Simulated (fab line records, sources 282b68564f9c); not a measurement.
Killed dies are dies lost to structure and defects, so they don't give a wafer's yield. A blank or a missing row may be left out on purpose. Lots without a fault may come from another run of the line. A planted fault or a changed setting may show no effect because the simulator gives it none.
fab line records | flow rit_cmos
record lots=5 wafers=15 last_day=7
route steps=202 shown PRETRO@72 GATE@75 FOX2@80 M1@202
lots that met no fault: from a run of the same line without faults
start_h: hours from the record's first day to the start of the lot's first wafer shown | wait_h: hours since the lot's step before | " the same as in the row above | L1.1+2: a row that stands for several wafers | - no value, or no start given | * or withheld: withheld | < > ~ a bound
route shown NAME@n: a module of which the file shows steps, and the number in the route of the first | usual: mean/standard deviation of fault-free wafers | same: alike in all rows | chamber/n: place in a boat | sites: the reading at each site | _std_site: their standard deviation | _edge_site: outer sites' mean less inner sites' | radius_mm: how far each site lies from the wafer's centre | mask NAME#n: copy n | behind: the tool/chamber that last shaped the wafer | hold: why the lot was held/for how many hours/how that ended | device: the transistor (n, p or np) that didn't switch | end of line: the same wafers' tests at the end of the route | a step without rows: its recipe alone | killed: dies lost to structure and defects at the first sort, not the wafer's yield | map: a wafer's dies, x killed, . not, _ none there
set.NAME: the setting as run; set.NAME@STEP: as run at that earlier step | model.NAME: the simulator's own value behind a step, which no gauge read
lots at some steps of the route; a table a step, a row a wafer
services: from which hour (start_h, from the record's first day; less than 0 if before it) a tool's chamber was out of use, for how many hours, and why
## steps
# step RIT_PRETRO_IMPLANT_08
# recipe species=B energy_kev=45 dose_cm2=1.2e+13 tilt_deg=6.798
# step RIT_PRETRO_STRIP_09
# recipe chemistry=O2 time_s=180 resist=NOVOLAK platen_temp_c=withheld power_w=500 pressure_mtorr=4000 o2_flow_sccm=4000
# usual drypump_motor_current_A=5.84/0.17
# columns lot.wafer tool chamber start_h wait_h drypump_motor_current_A rf_hours_counter_h
L910.1 plasma_asher-02 1 77.34 0.1 5.87 44
L910.5 " 0 " " 5.73 -
L910.6 " 1 " " 5.85 -
L914.3 plasma_asher-03 1 94.87 0.1 6.05 -
L914.4 " 0 " " 5.69 -
L914.5 " 1 " " 6.03 -
L922.4 plasma_asher-01 0 134.45 0.1 6.10 -
L922.5 " 1 " " 5.65 -
L922.6 " 0 " " 6.11 -
L923.2 plasma_asher-03 0 139.04 0.1 5.68 50
L923.3 " 1 " " 6.05 -
L923.5 " 1 " " 6.04 -
L925.2 plasma_asher-01 1 149.19 0.1 5.64 3
L925.4 " 1 " " 5.68 -
L925.5 " 1 " " 5.66 -
# step RIT_PRETRO_TW_MEAS_10
# usual PRETRO_TW=470/5.2
# columns lot.wafer tool chamber start_h wait_h PRETRO_TW
L910.1 film_metro-01 - 77.52 0.1 466
L910.5 " - " " 466
L910.6 " - " " 463
L914.3 film_metro-03 - 95.01 0.1 468
L914.4 " - " " 467
L914.5 " - " " 470
L922.4 film_metro-01 - 134.60 0.1 464
L922.5 " - " " 467
L922.6 " - " " 466
L923.2 film_metro-04 - 139.23 0.1 477
L923.3 " - " " 476
L923.5 " - " " 479
L925.2 film_metro-04 - 149.37 0.1 475
L925.4 " - " " 474
L925.5 " - " " 472
# step RIT_GATE_WET_ETCH_00
# recipe chemistry=BOE target=SiO2 target_depth_nm=56 time_s=60 dry=n2_spin dilution=10:1 temp_c=21.5
# step RIT_GATE_CLEAN_01
# recipe chemistry=SC1 mix=3:3:50 time_s=600 temp_c=75
# step RIT_GATE_CLEAN_02
# recipe chemistry=dHF dilution=50:1 time_s=30
# step RIT_GATE_CLEAN_03
# recipe chemistry=SC2 mix=3:3:50 time_s=600 temp_c=75 dry=n2_spin
# step RIT_GATE_CLEAN_04
# recipe chemistry=dHF dilution=50:1 time_s=58.39 dry=n2_spin
# step RIT_FOX2_THK_MEAS_91
# recipe reads=SiO2_of_FOX2_OXIDATION_00
# usual FIELD_OXIDE_LEFT_2_THK=254/6.2
# columns lot.wafer tool chamber start_h wait_h FIELD_OXIDE_LEFT_2_THK[nm]
L910.1 film_metro-01 - 78.00 0.0 257
L910.5 " - " " 261
L910.6 " - " " 252
L914.3 film_metro-01 - 95.50 0.0 254
L914.4 " - " " 255
L914.5 " - " " 250
L922.4 film_metro-01 - 135.09 0.0 255
L922.5 " - " " 249
L922.6 " - " " 248
L923.2 film_metro-01 - 139.72 0.0 244
L923.3 " - " " 249
L923.5 " - " " 242
L925.2 film_metro-01 - 149.92 0.0 249
L925.4 " - " " 243
L925.5 " - " " 246
# step RIT_GATE_OXIDATION_05
# recipe temp_c=900 ambient=O2 target_thk_a=30 ox_time_s=270
# step RIT_GATE_ANNEAL_06
# recipe temp_c=900 time_s=600 ambient=N2O
# step RIT_GATE_THK_MEAS_07
# recipe reads=SiO2_of_GATE_OXIDATION_05
# usual GATE_OXIDE_THK=3.00/0.066
# columns lot.wafer tool chamber start_h wait_h GATE_OXIDE_THK[nm]
L910.1 film_metro-03 - 79.38 0.0 3.04
L910.5 " - " " 2.98
L910.6 " - " " 2.92
L914.3 film_metro-01 - 98.11 0.0 2.97
L914.4 " - " " 3.01
L914.5 " - " " 2.95
L922.4 film_metro-02 - 138.02 0.0 3.04
L922.5 " - " " 3.07
L922.6 " - " " 3.02
L923.2 film_metro-02 - 142.31 0.0 3.07
L923.3 " - " " 2.95
L923.5 " - " " 2.94
L925.2 film_metro-01 - 151.38 0.0 2.93
L925.4 " - " " 3.01
L925.5 " - " " 2.96
# step RIT_GATE_CVD_08
# recipe material=poly-Si target_thk_nm=250 temp_c=610 precursor=SiH4 time_s=2220 pressure_mtorr=300 sih4_flow_sccm=100
# columns lot.wafer tool chamber start_h wait_h model.poly-Si_of_GATE_CVD_08.thk_nm
L910.1 lpcvd-01 1 79.44 0.1 254.6
L910.5 " 1 " " 252
L910.6 " 1 " " 252.6
L914.3 lpcvd-02 1 99.31 1.2 247.5
L914.4 " 1 " " 245.1
L914.5 " 1 " " 245.5
L922.4 lpcvd-02 1 138.05 0.0 249.8
L922.5 " 1 " " 251.2
L922.6 " 1 " " 253.1
L923.2 lpcvd-01 1 142.36 0.0 401.3
L923.3 " 1 " " 401.6
L923.5 " 1 " " 402.9
L925.2 lpcvd-02 1 151.43 0.0 243.5
L925.4 " 1 " " 246.9
L925.5 " 1 " " 243.2
# step RIT_GATE_THK_MEAS_09
# recipe reads=poly-Si_of_GATE_CVD_08
# usual GATE_POLY_THK=248.0/2.9
# columns lot.wafer tool chamber start_h wait_h GATE_POLY_THK[nm]
L910.1 film_metro-01 - 81.06 0.0 254.6
L910.5 " - " " 252.0
L910.6 " - " " 252.6
L914.3 film_metro-03 - 100.95 0.0 247.4
L914.4 " - " " 245.1
L914.5 " - " " 245.7
L922.4 film_metro-02 - 139.70 0.0 249.8
L922.5 " - " " 251.2
L922.6 " - " " 252.9
L923.2 film_metro-03 - 143.99 0.0 401.4
L923.3 " - " " 401.5
L923.5 " - " " 403.1
L925.2 film_metro-01 - 153.06 0.0 243.2
L925.4 " - " " 246.8
L925.5 " - " " 243.1
# step RIT_GATE_HMDS_10
# recipe prime_time_s=60 prime_temp_c=140
# step RIT_GATE_COAT_11
# recipe resist=NOVOLAK spin_rpm=4250 resist_thk_nm=850
# step RIT_GATE_SOFTBAKE_12
# recipe resist=NOVOLAK temp_c=90 time_s=60
# step RIT_GATE_EXPOSE_13
# recipe mask_id=M6 na=0.6 source_shape=conventional sigma_outer=0.6 target_cd_nm=150 dose_mj=380
# step RIT_GATE_PEB_14
# recipe resist=NOVOLAK temp_c=withheld time_s=withheld
# step RIT_GATE_DEVELOP_15
# recipe resist=NOVOLAK develop_time_s=50 dev_temp_c=23
# step RIT_GATE_CD_MEAS_16
# recipe target_cd_nm=150
# usual cd_nm=150.6/1.9
# columns lot.wafer tool chamber start_h wait_h cd_nm
L910.1 cd_sem-01 - 82.37 - 146.9
L910.5 " - " " 150.0
L910.6 " - " " 147.9
L914.3 cd_sem-02 - 102.01 - 150.5
L914.4 " - " " 151.3
L914.5 " - " " 149.6
L922.4 cd_sem-02 - 140.77 - 152.5
L922.5 " - " " 150.7
L922.6 " - " " 151.2
L923.2 cd_sem-02 - 145.03 - 149.4
L923.3 " - " " 149.1
L923.5 " - " " 150.5
L925.2 cd_sem-01 - 154.15 - 151.1
L925.4 " - " " 152.3
L925.5 " - " " 152.6
# step RIT_GATE_OVL_MEAS_17
# usual GATE_OVL=0.0/1.2
# columns lot.wafer tool chamber start_h wait_h GATE_OVL[nm]
L910.1 overlay-01 - 82.49 0.1 -0.6
L910.5 " - " " -0.1
L910.6 " - " " -1.1
L914.3 overlay-01 - 102.10 0.1 -0.4
L914.4 " - " " -0.3
L914.5 " - " " 0.3
L922.4 overlay-01 - 140.84 0.1 0.5
L922.5 " - " " 0.0
L922.6 " - " " -0.9
L923.2 overlay-01 - 145.14 0.1 -0.1
L923.3 " - " " -1.6
L923.5 " - " " -1.1
L925.2 overlay-02 - 154.25 0.1 0.9
L925.4 " - " " 0.2
L925.5 " - " " 1.0
# step RIT_GATE_HARDBAKE_18
# recipe resist=NOVOLAK temp_c=140 time_s=60
# step RIT_GATE_ETCH_19
# recipe chemistry=SF6/CHF3/O2 time_s=165 SF6_flow_sccm=30 CHF3_flow_sccm=30 O2_flow_sccm=5 target=poly-Si pressure_mtorr=40 rf_w=160 target_depth_a=3125 over_etch_frac=0.25 stop_on=SiO2
# usual drypump_motor_current_A=5.7/0.41 oes_product_au=0.843/0.013 throttle_valve_pct=10.21/0.086
# columns lot.wafer tool chamber start_h wait_h drypump_motor_current_A oes_product_au rf_hours_counter_h throttle_valve_pct model.GATE.feature_depth_nm model.etch.depth_nm
L910.1 rie_si-01 3 82.68 0.1 5.7 0.844 117 10.44 254.6 254.6
L910.5 " 1 " " 5.6 0.861 - 10.14 252 252
L910.6 " 0 " " 6.4 0.849 - 10.21 252.6 252.6
L914.3 rie_si-01 1 102.29 0.1 5.6 0.850 75 10.14 247.5 247.5
L914.4 " 0 " " 6.4 0.835 - 10.21 245.1 245.1
L914.5 " 1 " " 5.6 0.855 - 10.14 245.5 245.5
L922.4 rie_si-01 1 141.01 0.1 5.6 0.860 76 10.13 249.8 249.8
L922.5 " 0 " " 6.4 0.849 - 10.20 251.2 251.2
L922.6 " 1 " " 5.6 0.876 - 10.14 253.1 253.1
L923.2 rie_si-02 0 145.32 0.1 5.3 1.046 99 10.16 324.5 324.5
L923.3 " 3 " " 5.3 0.977 101 10.26 306.5 306.5
L923.5 " 3 " " 5.3 0.990 - 10.26 308.7 308.7
L925.2 rie_si-02 2 154.43 0.1 5.8 0.826 67 10.16 243.5 243.5
L925.4 " 3 " " 5.4 0.839 - 10.28 246.9 246.9
L925.5 " 2 " " 5.8 0.823 - 10.15 243.2 243.2
# step RIT_GATE_STRIP_20
# recipe chemistry=O2 time_s=180 resist=NOVOLAK platen_temp_c=withheld power_w=500 pressure_mtorr=4000 o2_flow_sccm=4000
# usual drypump_motor_current_A=5.71/0.29
# columns lot.wafer tool chamber start_h wait_h drypump_motor_current_A rf_hours_counter_h
L910.1 plasma_asher-01 1 82.79 0.1 5.61 43
L910.5 " 0 " " 6.09 -
L910.6 " 1 " " 5.66 -
L914.3 plasma_asher-02 0 102.46 0.1 5.70 -
L914.4 " 1 " " 5.87 -
L914.5 " 1 " " 5.87 -
L922.4 plasma_asher-02 0 141.18 0.1 5.72 -
L922.5 " 0 " " 5.73 -
L922.6 " 1 " " 5.92 -
L923.2 plasma_asher-01 1 145.43 0.1 5.62 3
L923.3 " 1 " " 5.59 -
L923.5 " 1 " " 5.59 -
L925.2 plasma_asher-01 1 154.54 0.1 5.60 4
L925.4 " 0 " " 6.13 -
L925.5 " 0 " " 6.11 -
# step RIT_M1_PROBE_99
# usual killed_at_contacts=0.1/0.31 killed_at_front_end=8/3.1 killed_dies=8/3.2 killed_on_rim=2.1/1.6 killed_open=3.9/2.2 killed_short=3.8/2.1
# same gross_dies=264 killed_at_M0_to_M3=0 killed_at_M4_up=0 killed_at_back_side=0 killed_at_other=0
# columns lot.wafer tool chamber start_h wait_h killed_at_contacts killed_at_front_end killed_dies killed_on_rim killed_open killed_short
L910.1 prober-02 - 108.59 0.1 0 12 12 4 6 6
L910.5 prober-02 - 108.79 0.2 0 7 7 1 3 4
L910.6 prober-02 - 108.84 0.2 0 8 8 3 4 4
L914.3 prober-02 - 122.51 0.2 0 9 9 3 4 5
L914.4 prober-02 - 122.56 0.2 0 6 6 1 4 2
L914.5 prober-02 - 122.61 0.2 1 13 14 0 6 8
L922.4 prober-02 - 162.47 0.2 0 2 2 1 1 1
L922.5 prober-02 - 162.52 0.2 0 4 4 0 0 4
L922.6 prober-02 - 162.57 0.2 0 5 5 1 3 2
L923.2 prober-01 - 166.31 0.1 0 264 264 70 6 3
L923.3 prober-01 - 166.36 0.2 0 264 264 70 5 2
L923.5 prober-01 - 166.46 0.2 0 264 264 70 6 3
L925.2 prober-01 - 175.42 0.1 0 1 1 0 0 1
L925.4 prober-01 - 175.52 0.2 0 6 6 0 6 0
L925.5 prober-01 - 175.57 0.2 0 2 2 0 1 1
# killed by level:class
L910.1 GATE:geometric_particle:open=4 GATE:geometric_particle:short=2 SPACER:geometric_particle:short=2 FOX1:geometric_particle:short=1 REOX:geometric_particle:open=1 REOX:geometric_particle:short=1 SILICIDE:geometric_particle:open=1
L910.5 SILICIDE:geometric_particle:open=2 SILICIDE:geometric_particle:short=2 FOX2:geometric_particle:open=1 GATE:geometric_particle:short=1 SPACER:geometric_particle:short=1
L910.6 FOX1:geometric_particle:short=2 FOX2:geometric_particle:open=2 FOX2:geometric_particle:short=1 REOX:geometric_particle:open=1 SILICIDE:geometric_particle:open=1 SILICIDE:geometric_particle:short=1
L914.3 SPACER:geometric_particle:short=4 GATE:geometric_particle:open=2 SILICIDE:geometric_particle:open=2 GATE:geometric_particle:short=1
L914.4 GATE:geometric_particle:open=2 REOX:geometric_particle:open=1 REOX:geometric_particle:short=1 SPACER:geometric_particle:short=1 SILICIDE:geometric_particle:open=1
L914.5 FOX2:geometric_particle:short=3 FOX2:geometric_particle:open=2 GATE:geometric_particle:short=2 GATE:geometric_particle:open=2 SILICIDE:geometric_particle:open=2 FOX1:geometric_particle:short=1 SPACER:geometric_particle:short=1 CONTACT:geometric_particle:short=1
L922.4 SPACER:geometric_particle:open=1 SILICIDE:geometric_particle:short=1
L922.5 FOX1:geometric_particle:short=2 GATE:geometric_particle:short=1 REOX:geometric_particle:short=1
L922.6 GATE:geometric_particle:open=2 FOX1:geometric_particle:open=1 GATE:geometric_particle:short=1 REOX:geometric_particle:short=1
L923.2 GATE:area_etch=255 GATE:geometric_particle:short=2 REOX:geometric_particle:open=2 FOX1:geometric_particle:short=1 FOX1:geometric_particle:open=1 FOX2:geometric_particle:open=1 GATE:geometric_particle:open=1 SILICIDE:geometric_particle:open=1
L923.3 GATE:area_etch=257 FOX1:geometric_particle:open=2 FOX2:geometric_particle:open=1 GATE:geometric_particle:open=1 SPACER:geometric_particle:short=1 SPACER:geometric_particle:open=1 SILICIDE:geometric_particle:short=1
L923.5 GATE:area_etch=255 FOX2:geometric_particle:open=3 FOX2:geometric_particle:short=2 GATE:geometric_particle:open=2 GATE:geometric_particle:short=1 SPACER:geometric_particle:open=1
L925.2 FOX1:geometric_particle:short=1
L925.4 GATE:geometric_particle:open=2 FOX1:geometric_particle:open=1 FOX2:geometric_particle:open=1 REOX:geometric_particle:open=1 SPACER:geometric_particle:open=1
L925.5 GATE:geometric_particle:open=1 REOX:geometric_particle:short=1
# map L923.2 (x killed, . not)
________xxxxxxx_______
_____xxxxxxxxxxxxx____
____xxxxxxxxxxxxxxx___
___xxxxxxxxxxxxxxxxx__
__xxxxxxxxxxxxxxxxxxx_
__xxxxxxxxxxxxxxxxxxx_
_xxxxxxxxxxxxxxxxxxxxx
_xxxxxxxxxxxxxxxxxxxxx
_xxxxxxxxxxxxxxxxxxxxx
_xxxxxxxxxxxxxxxxxxxxx
__xxxxxxxxxxxxxxxxxxx_
__xxxxxxxxxxxxxxxxxxx_
___xxxxxxxxxxxxxxxxx__
____xxxxxxxxxxxxxxx___
_____xxxxxxxxxxxxx____
________xxxxxxx_______
# map L910.1 (x killed, . not)
________......x_______
_____.............____
____x.............x___
___................x__
__..................._
__.........x........._
_...x........x........
_.........x...........
_.....................
_.....................
__...x.............x._
__...x...x..........._
___.................__
____...............___
_____.............____
________......._______
## services
# columns tool chamber start_h hours kind
plasma_asher-01 - 55.06 1.2 repair
lpcvd-02 - 57.40 6.1 pm
plasma_asher-02 - 72.75 2.8 pm
rie_si-01 2 99.55 5.9 repair
plasma_asher-01 - 108.90 9.0 pm
plasma_asher-01 0 108.90 9.0 vent_cycle
plasma_asher-01 1 108.90 9.0 vent_cycle
plasma_asher-01 0 117.90 - clean
plasma_asher-01 1 117.90 - clean
rie_si-02 0 150.12 12.7 repair
## key
first_sign step=RIT_GATE_THK_MEAS_09 reading=GATE_POLY_THK direction=up sigmas=54 usual=248.0 struck=402.0
effect step=RIT_GATE_ETCH_19 reading=oes_product_au direction=up sigmas=12 usual=0.843 struck=1.004
effect step=RIT_M1_PROBE_99 reading=killed_at_front_end direction=up sigmas=82 usual=8 struck=264
model_effect step=RIT_GATE_CVD_08 value=poly-Si_of_GATE_CVD_08.thk_nm without=252.1 struck=401.9
model_effect step=RIT_GATE_ETCH_19 value=GATE.feature_depth_nm without=252.1 struck=313.2
more_kills_born_at RIT_GATE_ETCH_19@rie_si-02=767
met_at RIT_GATE_CVD_08
struck_wafers L923.2,L923.3,L923.5
later_rows_left_out L923.2,L923.3,L923.5
tester_left_out L923
onset_between 79.44 142.36
also_fits RIT_PRETRO_STRIP_09:plasma_asher-03
fault kind=process_parameter_drift tool=lpcvd-01 chamber=1 onset_h=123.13 steps=RIT_GATE_CVD_08 channel=target_thk_nm offset=149.85 shape=step end_h=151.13 acts_in=these_recipes_only stated=250
# tester_left_out: of these lots the tester's yield and bins aren't shown, on N5 and GAA mostly nor the transistor test; their killed dies are dies lost to structure and defects alone, not to doping, threshold or leakage, so they don't give the yield
# later_rows_left_out: the simulator's readings of these wafers behind a module that went badly wrong aren't trusted and aren't shown, but for the sort
